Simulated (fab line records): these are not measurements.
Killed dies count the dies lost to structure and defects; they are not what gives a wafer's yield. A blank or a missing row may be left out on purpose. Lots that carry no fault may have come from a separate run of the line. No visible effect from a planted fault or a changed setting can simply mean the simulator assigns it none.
fab line records	flow rit_cmos
record: lots: 14	wafers: 42	last_day: 7
route steps=202 shown NRETRO@62 GATE@96 PLDD@120 NSD@139
lots with no fault: from the same line, run without faults
start_h: the number of hours between the record's first day and the start of the first shown wafer of the lot	wait_h: hours from the lot's prior step to this one	" the same as in the row above	L1.1+2: one row covering several wafers at once	- no value, or no start was given	* or withheld: withheld	< > ~ a bound
route shown NAME@n: a module of which the file shows steps, and the number in the route of the first	usual: mean/standard deviation of fault-free wafers	same: alike in all rows	chamber/n: place in a boat	sites: the reading at each site	_std_site: the values' standard deviation	_edge_site: outer sites' mean less inner sites'	radius_mm: how far each site lies from the wafer's centre	mask NAME#n: copy n	behind: tool/chamber where the wafer was last shaped	hold: cause of the lot's hold/its duration in hours/its outcome	device: the transistor (n, p or np) that didn't switch	end of line: tests of these same wafers at the route's end	step lacking rows: just its recipe	killed: count of dies lost to structure and defects at first sort (not the wafer's yield)	map: a wafer's dies, x killed, . not, _ none there
set.NAME: the run value of the setting; set.NAME@STEP: its run value at that earlier step	model.NAME: the simulator's own value behind a step, which no gauge read
a sample of lots followed through the steps of the route, with each step as a table and each wafer as a row
services: a tool's chamber out of use, with start hour (start_h, from the record's first day; less than 0 if before it), hours out, and reason
== steps ==
step: RIT_NRETRO_STRIP_09
recipe: chemistry: O2	time_s: 180	resist: NOVOLAK	platen_temp_c: withheld	power_w: 500	pressure_mtorr: 4000	o2_flow_sccm: 4000
usual: drypump_motor_current_A: 5.6/0.44
lot.wafer	tool	chamber	start_h	wait_h	drypump_motor_current_A	rf_hours_counter_h
L562.3	plasma_asher-02	0	35.48	0.1	5.7	-
L562.4	"	1	"	"	6.1	-
L562.5	"	1	"	"	6.1	-
L563.2	plasma_asher-04	1	37.00	0.1	6.0	37
L563.4	"	1	"	"	6.0	-
L563.6	"	1	"	"	6.0	-
L564.1	plasma_asher-01	1	40.50	0.1	6.0	40
L564.3	"	0	"	"	5.0	-
L564.6	"	1	"	"	6.0	-
L567.1	plasma_asher-02	1	55.47	0.1	6.2	22
L567.5	"	0	"	"	5.7	-
L567.6	"	1	"	"	6.1	-
L568.2	plasma_asher-02	0	61.50	0.1	5.7	23
L568.3	"	0	"	"	5.7	-
L568.4	"	1	"	"	6.1	-
L570.3	plasma_asher-04	0	71.35	0.1	5.2	-
L570.4	"	1	"	"	6.0	-
L570.6	"	1	"	"	6.0	-
L574.2	plasma_asher-02	1	91.16	0.1	6.1	26
L574.4	"	1	"	"	6.1	-
L574.5	"	0	"	"	5.6	-
L577.1	plasma_asher-04	1	106.70	0.1	6.0	45
L577.3	"	0	"	"	5.1	-
L577.5	"	0	"	"	5.1	-
L578.3	plasma_asher-01	1	110.28	0.2	6.0	-
L578.4	"	0	"	"	5.0	-
L578.6	"	1	"	"	6.0	-
L579.1	plasma_asher-01	0	114.27	0.1	5.1	50
L579.2	"	1	"	"	6.0	50
L579.3	"	1	"	"	6.0	-
L581.2	plasma_asher-01	0	125.55	0.1	5.0	51
L581.4	"	0	"	"	5.0	-
L581.6	"	0	"	"	5.0	-
L582.1	plasma_asher-04	0	130.32	0.1	5.1	2
L582.2	"	1	"	"	6.0	2
L582.6	"	1	"	"	6.0	-
L583.1	plasma_asher-01	1	135.47	0.1	6.0	52
L583.3	"	1	"	"	6.0	-
L583.4	"	0	"	"	5.0	-
L585.1	plasma_asher-01	0	144.27	0.1	5.0	54
L585.2	"	1	"	"	6.0	54
L585.3	"	1	"	"	6.0	-
step: RIT_GATE_STRIP_20
recipe: chemistry: O2	time_s: 180	resist: NOVOLAK	platen_temp_c: withheld	power_w: 500	pressure_mtorr: 4000	o2_flow_sccm: 4000
usual: drypump_motor_current_A: 5.6/0.39
lot.wafer	tool	chamber	start_h	wait_h	drypump_motor_current_A	rf_hours_counter_h
L562.3	plasma_asher-04	0	42.45	0.1	5.1	-
L562.4	"	1	"	"	6.0	-
L562.5	"	0	"	"	5.1	-
L563.2	plasma_asher-04	1	44.20	0.1	6.0	38
L563.4	"	0	"	"	5.1	-
L563.6	"	1	"	"	6.0	-
L564.1	plasma_asher-01	1	49.24	0.1	6.0	41
L564.3	"	0	"	"	5.0	-
L564.6	"	1	"	"	6.0	-
L567.1	plasma_asher-04	0	63.40	0.1	5.1	40
L567.5	"	1	"	"	6.0	-
L567.6	"	0	"	"	5.1	-
L568.2	plasma_asher-04	0	68.78	0.1	5.1	40
L568.3	"	0	"	"	5.1	-
L568.4	"	1	"	"	6.0	-
L570.3	plasma_asher-04	1	78.36	0.1	6.0	-
L570.4	"	0	"	"	5.1	-
L570.6	"	0	"	"	5.1	-
L574.2	plasma_asher-03	0	98.47	0.1	5.8	48
L574.4	"	1	"	"	5.7	-
L574.5	"	1	"	"	5.7	-
L577.1	plasma_asher-03	1	113.45	0.1	5.7	50
L577.3	"	0	"	"	5.7	-
L577.5	"	0	"	"	5.7	-
L578.3	plasma_asher-03	1	118.94	0.1	5.7	-
L578.4	"	0	"	"	5.7	-
L578.6	"	1	"	"	5.7	-
L579.1	plasma_asher-01	0	122.27	0.1	5.0	51
L579.2	"	1	"	"	6.0	51
L579.3	"	1	"	"	6.0	-
L581.2	plasma_asher-01	0	132.29	0.1	5.0	52
L581.4	"	1	"	"	6.0	-
L581.6	"	1	"	"	6.0	-
L582.1	plasma_asher-03	0	137.04	0.1	5.7	54
L582.2	"	1	"	"	5.7	54
L582.6	"	1	"	"	5.7	-
L583.1	plasma_asher-03	1	143.10	0.1	5.7	55
L583.3	"	1	"	"	5.7	-
L583.4	"	0	"	"	5.8	-
L585.1	plasma_asher-04	1	152.85	0.1	6.0	5
L585.2	"	0	"	"	5.1	5
L585.3	"	0	"	"	5.1	-
step: RIT_PLDD_OVL_MEAS_06
usual: PLDD_OVL: -0.3/1.5
lot.wafer	tool	chamber	start_h	wait_h	PLDD_OVL[nm]
L562.3	overlay-02	-	48.03	-	-1.0
L562.4	"	-	"	"	-1.5
L562.5	"	-	"	"	-3.2
L563.2	overlay-02	-	51.09	-	2.2
L563.4	"	-	"	"	-1.0
L563.6	"	-	"	"	0.1
L564.1	overlay-02	-	55.07	-	1.1
L564.3	"	-	"	"	-0.6
L564.6	"	-	"	"	0.0
L567.1	overlay-02	-	70.24	-	-1.6
L567.5	"	-	"	"	-1.4
L567.6	"	-	"	"	-0.3
L568.2	overlay-02	-	75.53	-	0.4
L568.3	"	-	"	"	1.6
L568.4	"	-	"	"	-1.6
L570.3	overlay-02	-	84.39	-	1.0
L570.4	"	-	"	"	2.3
L570.6	"	-	"	"	1.2
L574.2	overlay-02	-	104.38	-	1.6
L574.4	"	-	"	"	1.3
L574.5	"	-	"	"	0.3
L577.1	overlay-01	-	120.47	-	-0.9
L577.3	"	-	"	"	-1.6
L577.5	"	-	"	"	-2.6
L578.3	overlay-01	-	124.57	-	0.0
L578.4	"	-	"	"	0.0
L578.6	"	-	"	"	1.3
L579.1	overlay-01	-	128.56	-	-1.9
L579.2	"	-	"	"	-4.2
L579.3	"	-	"	"	-2.3
L581.2	overlay-01	-	138.31	-	-1.9
L581.4	"	-	"	"	-0.2
L581.6	"	-	"	"	-2.3
L582.1	overlay-02	-	143.47	-	-1.3
L582.2	"	-	"	"	-1.7
L582.6	"	-	"	"	-0.7
L583.1	overlay-01	-	148.67	-	-0.7
L583.3	"	-	"	"	0.5
L583.4	"	-	"	"	-0.9
L585.1	overlay-01	-	158.54	-	-1.0
L585.2	"	-	"	"	1.4
L585.3	"	-	"	"	0.5
step: RIT_NSD_IMPLANT_08
recipe: species: P	energy_kev: 25	dose_cm2: 1e+15	tilt_deg: 7
usual: beam_energy_keV: 25.002/0.0078	beam_on_s: 9.99/0.21	faraday_current_uA: 3136/63	tilt_deg: 6.994/0.019
lot.wafer	tool	chamber	start_h	wait_h	beam_energy_keV	beam_on_s	faraday_current_uA	tilt_deg
L562.3	implanter-01	0	52.34	0.1	24.998	10.12	3102	7.013
L562.4	"	0	"	"	25.002	10.01	3110	7.031
L562.5	"	0	"	"	24.996	9.47	3296	6.997
L563.2	implanter-04	0	55.39	0.1	24.994	10.03	3108	7.025
L563.4	"	0	"	"	24.999	10.07	3108	7.000
L563.6	"	0	"	"	24.995	10.27	3049	6.991
L564.1	implanter-03	0	59.33	0.1	25.006	9.71	3204	6.970
L564.3	"	0	"	"	24.996	10.10	3108	6.977
L564.6	"	0	"	"	25.005	10.22	3060	6.983
L567.1	implanter-04	-	74.41	0.1	-	-	-	-
L567.5	"	-	"	"	-	-	-	-
L567.6	"	-	"	"	-	-	-	-
L568.2	implanter-01	-	79.80	0.1	-	-	-	-
L568.3	"	-	"	"	-	-	-	-
L568.4	"	-	"	"	-	-	-	-
L570.3	implanter-01	0	88.70	0.1	24.999	10.10	3098	7.000
L570.4	"	0	"	"	25.007	9.76	3202	7.007
L570.6	"	0	"	"	24.999	9.78	3197	7.017
L574.2	implanter-01	0	108.62	0.1	25.000	9.97	3132	7.028
L574.4	"	0	"	"	25.000	10.22	3070	7.039
L574.5	"	0	"	"	25.007	10.17	3068	6.988
L577.1	implanter-04	0	124.79	0.1	25.009	10.01	3125	7.006
L577.3	"	0	"	"	25.009	9.73	3211	6.994
L577.5	"	0	"	"	25.004	10.25	3059	7.000
L578.3	implanter-03	0	128.83	0.1	25.008	9.52	3272	6.966
L578.4	"	0	"	"	24.995	9.94	3159	6.994
L578.6	"	0	"	"	24.998	9.99	3135	6.982
L579.1	implanter-03	0	132.92	0.1	24.998	9.76	3217	6.992
L579.2	"	0	"	"	24.999	9.82	3193	6.997
L579.3	"	0	"	"	24.994	10.46	2999	6.977
L581.2	implanter-01	0	142.68	0.1	25.002	10.23	3047	7.007
L581.4	"	0	"	"	25.013	10.17	3084	6.985
L581.6	"	0	"	"	25.000	9.63	3251	6.976
L582.1	implanter-01	0	147.70	0.1	25.003	10.10	3109	6.988
L582.2	"	0	"	"	24.999	9.95	3136	7.003
L582.6	"	0	"	"	25.009	10.37	3025	6.978
L583.1	implanter-04	0	152.79	0.1	25.004	10.27	3055	6.978
L583.3	"	0	"	"	25.012	9.97	3141	6.995
L583.4	"	0	"	"	25.006	10.47	2985	7.012
L585.1	implanter-04	0	162.64	0.1	25.010	10.25	3066	7.009
L585.2	"	0	"	"	25.011	10.18	3067	7.001
L585.3	"	0	"	"	25.016	9.99	3126	7.026
step: RIT_NSD_TW_MEAS_10
usual: NSD_TW: 3129/32
lot.wafer	tool	chamber	start_h	wait_h	hold	NSD_TW
L562.3	film_metro-04	-	52.63	0.1	-	3194
L562.4	"	-	"	"	-	3173
L562.5	"	-	"	"	-	3163
L563.2	film_metro-04	-	55.70	0.1	-	3181
L563.4	"	-	"	"	-	3173
L563.6	"	-	"	"	-	3171
L564.1	film_metro-04	-	59.66	0.1	-	3173
L564.3	"	-	"	"	-	3171
L564.6	"	-	"	"	-	3165
L567.1	film_metro-01	-	74.73	0.1	await_dispo/0.2h/release	30
L567.5	"	-	"	"	await_dispo/0.2h/release	30
L567.6	"	-	"	"	await_dispo/0.2h/release	30
L567.1	film_metro-01	-	74.96	0.2	-	30
L567.5	"	-	"	"	-	30
L567.6	"	-	"	"	-	30
L568.2	film_metro-01	-	80.11	0.1	await_dispo/0.2h/release	30
L568.3	"	-	"	"	await_dispo/0.2h/release	30
L568.4	"	-	"	"	await_dispo/0.2h/release	30
L568.2	film_metro-01	-	80.33	0.2	-	30
L568.3	"	-	"	"	-	30
L568.4	"	-	"	"	-	30
L570.3	film_metro-04	-	89.00	0.1	-	3154
L570.4	"	-	"	"	-	3167
L570.6	"	-	"	"	-	3159
L574.2	film_metro-01	-	108.93	0.1	-	3088
L574.4	"	-	"	"	-	3085
L574.5	"	-	"	"	-	3097
L577.1	film_metro-02	-	125.11	0.1	-	3153
L577.3	"	-	"	"	-	3145
L577.5	"	-	"	"	-	3135
L578.3	film_metro-01	-	129.13	0.1	-	3089
L578.4	"	-	"	"	-	3097
L578.6	"	-	"	"	-	3101
L579.1	film_metro-01	-	133.25	0.1	-	3108
L579.2	"	-	"	"	-	3097
L579.3	"	-	"	"	-	3092
L581.2	film_metro-01	-	142.99	0.1	-	3102
L581.4	"	-	"	"	-	3088
L581.6	"	-	"	"	-	3083
L582.1	film_metro-04	-	148.02	0.1	-	3178
L582.2	"	-	"	"	-	3179
L582.6	"	-	"	"	-	3168
L583.1	film_metro-01	-	153.11	0.1	-	3093
L583.3	"	-	"	"	-	3085
L583.4	"	-	"	"	-	3074
L585.1	film_metro-02	-	162.97	0.1	-	3144
L585.2	"	-	"	"	-	3147
L585.3	"	-	"	"	-	3125
== services ==
tool	chamber	start_h	hours	kind
implanter-01	-	46.12	1.4	repair
implanter-03	-	72.09	3.0	pm
implanter-04	-	84.53	8.6	pm
plasma_asher-02	-	92.79	55.8	repair
plasma_asher-04	-	108.92	9.0	pm
plasma_asher-04	0	108.92	9.0	vent_cycle
plasma_asher-04	1	108.92	9.0	vent_cycle
plasma_asher-04	0	117.92	-	clean
plasma_asher-04	1	117.92	-	clean
implanter-04	-	133.93	5.2	pm
plasma_asher-02	-	155.35	1.5	repair
== key ==
first_sign: step: RIT_NSD_IMPLANT_08	reading: tool_record	direction: missing
effect: step: RIT_NSD_TW_MEAS_10	reading: visit	direction: added
effect: step: RIT_NSD_TW_MEAS_10	reading: NSD_TW	direction: down	sigmas: 96	usual: 3129	struck: 30
met_at RIT_NSD_IMPLANT_08
struck_lots L567,L568
later_rows_left_out L567.1,L567.5,L567.6,L568.2,L568.3,L568.4
sort_left_out L567.1,L567.5,L567.6,L568.2,L568.3,L568.4
tester_left_out L567,L568
not_acting_at RIT_NRETRO_STRIP_09,RIT_GATE_STRIP_20,RIT_PLDD_OVL_MEAS_06
onset_between 55.39 74.41
fault: kind: skipped_step_whole	tool: implanter-01,implanter-04	chamber: -	onset_h: 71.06	steps: RIT_NSD_IMPLANT_08	scope: struck_lots_only
tester_left_out: of these lots the tester's yield and bins aren't shown, on N5 and GAA mostly nor the transistor test; their killed dies are dies lost to structure and defects alone, not to doping, threshold or leakage, so they don't give the yield
sort_left_out: the simulated sort isn't trusted on such a fault, so these wafers' sort isn't shown, and their yield isn't known
later_rows_left_out: the simulator's readings of these wafers behind a module that went badly wrong aren't trusted and aren't shown, but for the sort
